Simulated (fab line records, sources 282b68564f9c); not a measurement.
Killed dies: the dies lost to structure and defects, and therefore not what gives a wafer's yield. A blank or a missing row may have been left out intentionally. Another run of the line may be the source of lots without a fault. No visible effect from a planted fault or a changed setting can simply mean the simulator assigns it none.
Split-lot trial | flow rit cmos | on a route of 202 steps: 5 lots, 23 wafers read

## THE SPLIT ITSELF
At RIT_NRETRO_COAT_01 (resist thk 1300 nm), the setting resist thk nm was moved away from the recipe's 1300 nm on 8 of the 23 wafers read, by -5.8% to +5.1%. The other wafers ran this setting at the recipe's value.

## FROM THE SPLIT TO THE READING: what the file shows between them, 3 steps
- RIT_NRETRO_SOFTBAKE_02: time 60 s
- RIT_NRETRO_EXPOSE_03: exposes mask M4, target cd 43900 nm
- RIT_NRETRO_DEVELOP_05: develop time 68 s

## THE READING
NOVOLAK_of_NRETRO_COAT_01.thk nm (the simulator's own value, which no gauge read), in nm, at RIT_NRETRO_HARDBAKE_07 (time 120 s). There is no usual value for it anywhere in the file. Here, 15 wafers ran the recipe; their average is 1139 nm with a standard deviation of 2.5 nm.

wafer  | tool, chamber at the split | resist thk nm as run, nm | against the recipe | NOVOLAK_of_NRETRO_COAT_01.thk nm, nm | against lot-mates on the recipe
L074.1 | litho track-01, 0          | 1274                     | -2.0%              | 1116                                 | -20
L074.5 | litho track-01, 0          | 1274                     | -2.0%              | 1116                                 | -20
L074.2 | litho track-01, 0          | 1300                     | recipe             | 1137                                 | -
L074.3 | litho track-01, 0          | 1300                     | recipe             | 1134                                 | -
L074.4 | litho track-01, 0          | 1274                     | -2.0%              | 1113                                 | -22
L075.1 | litho track-01, 0          | 1300                     | recipe             | 1142                                 | -
L075.2 | litho track-01, 0          | 1300                     | recipe             | 1140                                 | -
L075.3 | litho track-01, 0          | 1300                     | recipe             | 1139                                 | -
L075.4 | litho track-01, 0          | 1366                     | +5.1%              | 1200                                 | +60
L075.5 | litho track-01, 0          | 1366                     | +5.1%              | 1197                                 | +57
L077.1 | litho track-01, 0          | 1300                     | recipe             | 1139                                 | -
L077.5 | litho track-01, 0          | 1300                     | recipe             | 1139                                 | -
L077.2 | litho track-01, 0          | 1300                     | recipe             | 1138                                 | -
L077.4 | litho track-01, 0          | 1300                     | recipe             | 1135                                 | -
L077.6 | litho track-01, 0          | 1300                     | recipe             | 1142                                 | -
L078.1 | litho track-02, 0          | 1300                     | recipe             | 1135                                 | -
L078.2 | litho track-02, 0          | 1224                     | -5.8%              | 1075                                 | -62
L078.3 | litho track-02, 0          | 1300                     | recipe             | 1139                                 | -
L078.4 | litho track-02, 0          | 1224                     | -5.8%              | 1073                                 | -64
L078.5 | litho track-02, 0          | 1224                     | -5.8%              | 1076                                 | -61
L085.4 | litho track-01, 0          | 1300                     | recipe             | 1138                                 | -
L085.5 | litho track-01, 0          | 1300                     | recipe             | 1143                                 | -
L085.6 | litho track-01, 0          | 1300                     | recipe             | 1139                                 | -

FIT RESULTS
A straight line over all 23 wafers: NOVOLAK_of_NRETRO_COAT_01.thk nm changes by +11.3 nm for each +1% of resist thk nm; r = +1.00; the points scatter about the line by 2.6 nm.
The same after taking each lot's own level away (the mean of its wafers on the recipe; 23 wafers): +10.9 nm for each +1%; r = +1.00; scatter 2.1 nm.
According to that fit, moving resist thk nm by its largest amount changes the reading by 64 nm.
The span of the lots' own levels, 1135.5 to 1140.3 nm, comes to 1.9 times the standard deviation stated above.
The two slopes are in agreement: the lot-to-lot level therefore moves the slope only a little.
Check: for one of the wafers moved furthest among these (-5.8%), held out of the fit, the line's prediction against its lot-mates is -63.6 nm. It came out at -62 nm against them.

## THE OTHER SPLITS THESE WAFERS WENT THROUGH
Other splits were also applied to these wafers ahead of the reading. Each is held against what the fit with the lots' levels taken away leaves over:
other split on the same wafers       | wafers away from the commonest value | r with NOVOLAK_of_NRETRO_COAT_01.thk nm (lot level and that fit taken away)
RIT_ACTIVE_OXIDATION_01 temp c       | 5                                    | +0.12
RIT_ACTIVE_DEVELOP_10 develop time s | 7                                    | -0.28
RIT_ACTIVE_ETCH_13 pressure mtorr    | 15                                   | -0.05
RIT_NWELL_SOFTBAKE_02 temp c         | 8                                    | -0.23
RIT_NWELL_IMPLANT_08 dose cm2        | 9                                    | -0.31
RIT_PWELL_COAT_01 spin rpm           | 5                                    | +0.18
RIT_PWELL_IMPLANT_08 energy kev      | 10                                   | +0.08

## THE WHOLE CHAIN: every reading that the file lists as answering this split, in the file's order
step                   | what it does       | reading                                                                           | change (the file's fit)              | r (the file's)
RIT_NRETRO_COAT_01     | resist thk 1300 nm | NOVOLAK_of_NRETRO_COAT_01.thk nm (the simulator's own value, which no gauge read) | +12.7 nm for each +1% of the setting | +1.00
RIT_NRETRO_HARDBAKE_07 | time 120 s         | NOVOLAK_of_NRETRO_COAT_01.thk nm (the simulator's own value, which no gauge read) | +11 nm for each +1% of the setting   | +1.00

## FILE'S OWN FIT
NOVOLAK_of_NRETRO_COAT_01.thk nm changes by +11 nm for each +1% of resist thk nm, r = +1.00.
